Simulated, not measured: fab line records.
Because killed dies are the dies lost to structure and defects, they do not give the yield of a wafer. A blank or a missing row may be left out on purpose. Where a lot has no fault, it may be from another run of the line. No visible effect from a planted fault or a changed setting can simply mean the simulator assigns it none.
fab line records | flow rit-cmos | part 2 of 2: steps 32 to 32 of 32
record: lots: 5 wafers: 23
route steps=202 shown ACTIVE@7 FOX2@23 NWELL@29 NRETRO@54 PRETRO@69 GATE@75 M1@202
start-h: hours from the record's first day to the start of the lot's first wafer shown | wait-h: time in hours since the lot's previous step | " as in the row above | L1.1+2: several wafers, shown together as one row | - no value present, or no start provided | * or withheld: withheld | < > ~ a bound
route shown NAME@n: names a module that has steps shown in the file, with the first one's number in the route | usual: average and standard deviation across the fault-free wafers | same: alike in all rows | chamber/n: place in a boat | sites: the reading at each site | _std_site: standard deviation of those values | _edge_site: inner sites' mean taken away from outer sites' mean | radius-mm: for every site, how far away it sits from the centre of the wafer | mask NAME#n: copy n | behind: the most recent tool/chamber to have shaped the wafer | hold: what put the lot on hold/how long, in hours/how the hold closed | device: names the non-switching transistor (n, p or np) | end of line: the route-end tests of the same wafers | where a step has no rows: the recipe by itself | killed: dies lost to structure and defects at the first sort, not the wafer's yield | map: the dies of a wafer, with x for killed, . for not killed, _ for no die there
set.NAME: the setting that was run; set.NAME@STEP: the one run at that earlier step | model.NAME: the simulator's own value behind a step, which no gauge read
lots where settings were altered on purpose, with a table for each step and a row for each wafer
== steps ==
step: RIT_M1_PROBE_99
usual: killed-at-contacts: 0.1/0.3 killed-at-front-end: 7/3.1 killed-dies: 7/3.1 killed-open: 3.5/2.1 killed-short: 3.4/2
same: gross-dies: 264 killed_at_M0_to_M3: 0 killed_at_M4_up: 0 killed-at-back-side: 0 killed-at-other: 0
columns lot.wafer tool chamber start-h wait-h set.ox-time-s@FOX2_OXIDATION_00 set.dev-temp-c@GATE_DEVELOP_15 killed-at-contacts killed-at-front-end killed-dies killed-open killed-short model.etest.nldd.rs-ohm-sq model.etest.nmos_0p15.r-on-ohm-um model.etest.pmos_0p15.r-on-ohm-um model.etest.pmos-turned.r-on-ohm-um
L074.2 prober-01 - 60.01 0.1 1130 23 1 3 4 3 1 355.5 1065 2507 3088
L074.4 prober-01 - 60.11 0.2 1130 23 0 8 8 4 4 360.9 1030 2473 3036
L074.6 prober-01 - 60.21 0.2 1130 23 0 8 8 5 3 365.9 1081 2548 3151
L076.1 prober-01 - 66.59 0.1 1021 22.05 0 11 11 4 7 334.1 1008 2438 3019
L076.2 prober-01 - 66.64 0.1 1021 23 1 10 11 6 5 339.1 1042 2524 3059
L076.3 prober-01 - 66.69 0.2 1021 23 0 4 4 3 1 331.6 1084 2608 3187
L076.5 prober-01 - 66.79 0.2 1021 22.05 0 10 10 5 5 329.4 980.3 2382 2926
L076.6 prober-01 - 66.84 0.2 1021 23 0 8 8 5 3 336.4 1074 2546 3109
L079.1 prober-02 - 82.31 0.1 1074 23 0 15 15 10 5 343.8 1120 2675 3425
L079.2 prober-02 - 82.36 0.1 1074 23 0 12 12 7 5 345.8 1123 2718 3501
L079.3 prober-02 - 82.41 0.2 1074 23 0 9 9 6 3 335 1109 2655 3412
L079.4 prober-02 - 82.46 0.2 1074 21.27 0 10 10 4 6 332.5 1028 2405 3180
L079.6 prober-02 - 82.56 0.2 1074 21.27 0 5 5 1 4 348.7 1052 2478 3281
L080.1 prober-01 - 86.97 0.1 1082 24.31 1 11 12 5 7 352.1 1163 2750 3249
L080.2 prober-01 - 87.02 0.1 1082 23 0 9 9 6 3 353.6 1112 2600 3083
L080.3 prober-01 - 87.07 0.2 1082 23 0 3 3 2 1 346.9 1077 2508 3011
L080.4 prober-01 - 87.12 0.2 1082 24.31 0 15 15 5 10 360.1 1154 2763 3261
L080.6 prober-01 - 87.22 0.2 1082 23 0 8 8 3 5 354.6 1085 2484 3018
L084.1 prober-01 - 106.61 0.1 1268 23 4 8 12 4 4 388.8 1132 2667 3155
L084.2 prober-01 - 106.66 0.1 1268 21.76 1 6 7 3 3 388.3 1087 2622 3133
L084.4 prober-01 - 106.76 0.2 1268 23 0 6 6 3 3 380.1 1121 2735 3238
L084.5 prober-01 - 106.81 0.2 1268 23 0 4 4 2 2 381.7 1126 2739 3202
L084.6 prober-01 - 106.86 0.2 1268 21.76 1 11 12 5 6 394.3 1060 2482 2966
killed by level:class
L074.2 REOX:geometric-particle:open=2 GATE:geometric-particle:open=1 CONTACT:geometric-particle:short=1
L074.4 GATE:geometric-particle:open=2 GATE:geometric-particle:short=2 REOX:geometric-particle:open=2 REOX:geometric-particle:short=1 SPACER:geometric-particle:short=1
L074.6 GATE:geometric-particle:open=3 FOX1:geometric-particle:short=1 FOX2:geometric-particle:open=1 GATE:geometric-particle:short=1 REOX:geometric-particle:open=1 REOX:geometric-particle:short=1
L076.1 GATE:geometric-particle:short=4 GATE:geometric-particle:open=2 SPACER:geometric-particle:open=2 FOX1:geometric-particle:short=1 SPACER:geometric-particle:short=1 SILICIDE:geometric-particle:short=1
L076.2 SPACER:geometric-particle:short=3 SPACER:geometric-particle:open=2 FOX2:geometric-particle:open=1 FOX2:geometric-particle:short=1 GATE:geometric-particle:open=1 REOX:geometric-particle:open=1 SILICIDE:geometric-particle:open=1 CONTACT:geometric-particle:short=1
L076.3 GATE:geometric-particle:open=1 SPACER:geometric-particle:open=1 SILICIDE:geometric-particle:open=1 SILICIDE:geometric-particle:short=1
L076.5 GATE:geometric-particle:short=3 SPACER:geometric-particle:open=3 GATE:geometric-particle:open=1 REOX:geometric-particle:open=1 SPACER:geometric-particle:short=1 SILICIDE:geometric-particle:short=1
L076.6 GATE:geometric-particle:open=4 GATE:geometric-particle:short=3 FOX2:geometric-particle:open=1
L079.1 GATE:geometric-particle:open=5 REOX:geometric-particle:short=3 REOX:geometric-particle:open=3 FOX2:geometric-particle:open=1 GATE:geometric-particle:short=1 SILICIDE:geometric-particle:open=1 SILICIDE:geometric-particle:short=1
L079.2 REOX:geometric-particle:open=4 GATE:geometric-particle:short=3 SPACER:geometric-particle:open=2 FOX1:geometric-particle:short=1 GATE:geometric-particle:open=1 REOX:geometric-particle:short=1
L079.3 GATE:geometric-particle:short=2 REOX:geometric-particle:open=2 FOX1:geometric-particle:short=1 FOX1:geometric-particle:open=1 FOX2:geometric-particle:open=1 GATE:geometric-particle:open=1 SPACER:geometric-particle:open=1
L079.4 GATE:geometric-particle:short=3 FOX1:geometric-particle:short=2 SPACER:geometric-particle:open=2 FOX1:geometric-particle:open=1 GATE:geometric-particle:open=1 REOX:geometric-particle:short=1
L079.6 REOX:geometric-particle:short=2 FOX2:geometric-particle:open=1 GATE:geometric-particle:short=1 SPACER:geometric-particle:short=1
L080.1 REOX:geometric-particle:short=4 GATE:geometric-particle:open=2 GATE:geometric-particle:short=2 FOX1:geometric-particle:open=1 SILICIDE:geometric-particle:open=1 SILICIDE:geometric-particle:short=1 CONTACT:geometric-particle:open=1
L080.2 SILICIDE:geometric-particle:open=3 REOX:geometric-particle:open=2 GATE:geometric-particle:short=1 GATE:geometric-particle:open=1 SPACER:geometric-particle:short=1 SILICIDE:geometric-particle:short=1
L080.3 REOX:geometric-particle:open=2 FOX1:geometric-particle:short=1
L080.4 GATE:geometric-particle:short=4 FOX2:geometric-particle:short=3 GATE:geometric-particle:open=3 REOX:geometric-particle:open=2 FOX1:geometric-particle:short=1 REOX:geometric-particle:short=1 SPACER:geometric-particle:short=1
L080.6 FOX1:geometric-particle:short=2 GATE:geometric-particle:short=2 FOX1:geometric-particle:open=1 REOX:geometric-particle:short=1 REOX:geometric-particle:open=1 SILICIDE:geometric-particle:open=1
L084.1 CONTACT:area-etch=4 SPACER:geometric-particle:short=2 SPACER:geometric-particle:open=2 FOX1:geometric-particle:open=1 FOX1:geometric-particle:short=1 GATE:geometric-particle:short=1 GATE:geometric-particle:open=1
L084.2 GATE:geometric-particle:short=2 SPACER:geometric-particle:open=2 SPACER:geometric-particle:short=1 SILICIDE:geometric-particle:open=1 CONTACT:area-etch=1
L084.4 GATE:geometric-particle:open=2 FOX1:geometric-particle:open=1 FOX2:geometric-particle:short=1 GATE:geometric-particle:short=1 SILICIDE:geometric-particle:short=1
L084.5 GATE:geometric-particle:open=2 GATE:geometric-particle:short=1 REOX:geometric-particle:short=1
L084.6 GATE:geometric-particle:open=4 GATE:geometric-particle:short=2 SPACER:geometric-particle:short=2 FOX2:geometric-particle:short=1 REOX:geometric-particle:open=1 SILICIDE:geometric-particle:short=1 CONTACT:area-etch=1
== key ==
split: step: RIT_ACTIVE_COAT_06 setting: spin-rpm stated: 3250 by: wafer
response: step: RIT_ACTIVE_COAT_06 reading: model.NOVOLAK_of_ACTIVE_COAT_06.thk-nm change: -5.5 per: 1% r: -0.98
response: step: RIT_ACTIVE_SOFTBAKE_07 reading: model.NOVOLAK_of_ACTIVE_COAT_06.thk-nm change: -6.37 per: 1% r: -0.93
response: step: RIT_ACTIVE_HARDBAKE_12 reading: model.NOVOLAK_of_ACTIVE_COAT_06.thk-nm change: -4.81 per: 1% r: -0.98
response: step: RIT_ACTIVE_ETCH_13 reading: model.NOVOLAK_of_ACTIVE_COAT_06.thk-nm change: -4.93 per: 1% r: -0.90
response: step: RIT_ACTIVE_DEVELOP_10 reading: model.NOVOLAK_of_ACTIVE_COAT_06.thk-nm slope: -5.42 per: 1% together-with: temp-c@ACTIVE_SOFTBAKE_07 explained: 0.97
split: step: RIT_ACTIVE_SOFTBAKE_07 setting: temp-c stated: 90 by: wafer
response: step: RIT_ACTIVE_SOFTBAKE_07 reading: model.NOVOLAK_of_ACTIVE_COAT_06.thk-nm slope: -2.61 per: 1% together-with: spin-rpm@ACTIVE_COAT_06 explained: 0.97
response: step: RIT_ACTIVE_DEVELOP_10 reading: model.NOVOLAK_of_ACTIVE_COAT_06.thk-nm slope: -2.61 per: 1% together-with: spin-rpm@ACTIVE_COAT_06 explained: 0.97
split: step: RIT_FOX2_OXIDATION_00 setting: ox-time-s stated: 1130 by: lot
response: step: RIT_FOX2_OXIDATION_00 reading: model.SiO2_of_FOX2_OXIDATION_00.thk-nm change: +2.2 per: 1% r: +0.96
response: step: RIT_FOX2_THK_MEAS_01 reading: FOX2_OXIDE_THK change: +2.19 per: 1% r: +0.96
response: step: RIT_FOX2_THK_MEAS_90 reading: FIELD_OXIDE_LEFT_1_THK change: +2.2 per: 1% r: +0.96
response: step: RIT_GATE_WET_ETCH_00 reading: model.SiO2_of_FOX2_OXIDATION_00.thk-nm change: +2.14 per: 1% r: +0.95
response: step: RIT_FOX2_THK_MEAS_91 reading: FIELD_OXIDE_LEFT_2_THK change: +2.15 per: 1% r: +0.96
response: step: RIT_M1_PROBE_99 reading: model.etest.nldd.rs-ohm-sq change: +2.4 per: 1% r: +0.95
split: step: RIT_NWELL_COAT_01 setting: resist-thk-nm stated: 1300 by: wafer
response: step: RIT_NWELL_COAT_01 reading: model.NOVOLAK_of_NWELL_COAT_01.thk-nm change: +12.8 per: 1% r: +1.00
response: step: RIT_NWELL_HARDBAKE_07 reading: model.NOVOLAK_of_NWELL_COAT_01.thk-nm change: +11 per: 1% r: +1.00
split: step: RIT_NWELL_IMPLANT_08 setting: energy-kev stated: 170 by: wafer
response: step: RIT_NWELL_IMPLANT_08 reading: model.implant.rp-nm change: +2.21 per: 1% r: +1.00
response: step: RIT_NWELL_IMPLANT_08 reading: model.implant.drp-nm change: +0.514 per: 1% r: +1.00
split: step: RIT_NRETRO_COAT_01 setting: spin-rpm stated: 2000 by: wafer
response: step: RIT_NRETRO_COAT_01 reading: model.NOVOLAK_of_NRETRO_COAT_01.thk-nm change: -6.31 per: 1% r: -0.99
split: step: RIT_PRETRO_DEVELOP_05 setting: develop-time-s stated: 68 by: wafer
response none clear
split: step: RIT_GATE_CVD_08 setting: time-s stated: 2220 by: lot
response: step: RIT_GATE_CVD_08 reading: model.poly-Si_of_GATE_CVD_08.thk-nm change: +2.64 per: 1% r: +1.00
response: step: RIT_GATE_THK_MEAS_09 reading: GATE_POLY_THK change: +2.64 per: 1% r: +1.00
split: step: RIT_GATE_DEVELOP_15 setting: dev-temp-c stated: 23 by: wafer
response: step: RIT_M1_PROBE_99 reading: model.etest.pmos-turned.r-on-ohm-um change: +31.6 per: 1% r: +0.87
response: step: RIT_M1_PROBE_99 reading: model.etest.pmos_0p15.r-on-ohm-um change: +34 per: 1% r: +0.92
response: step: RIT_M1_PROBE_99 reading: model.etest.nmos_0p15.r-on-ohm-um change: +11.5 per: 1% r: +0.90
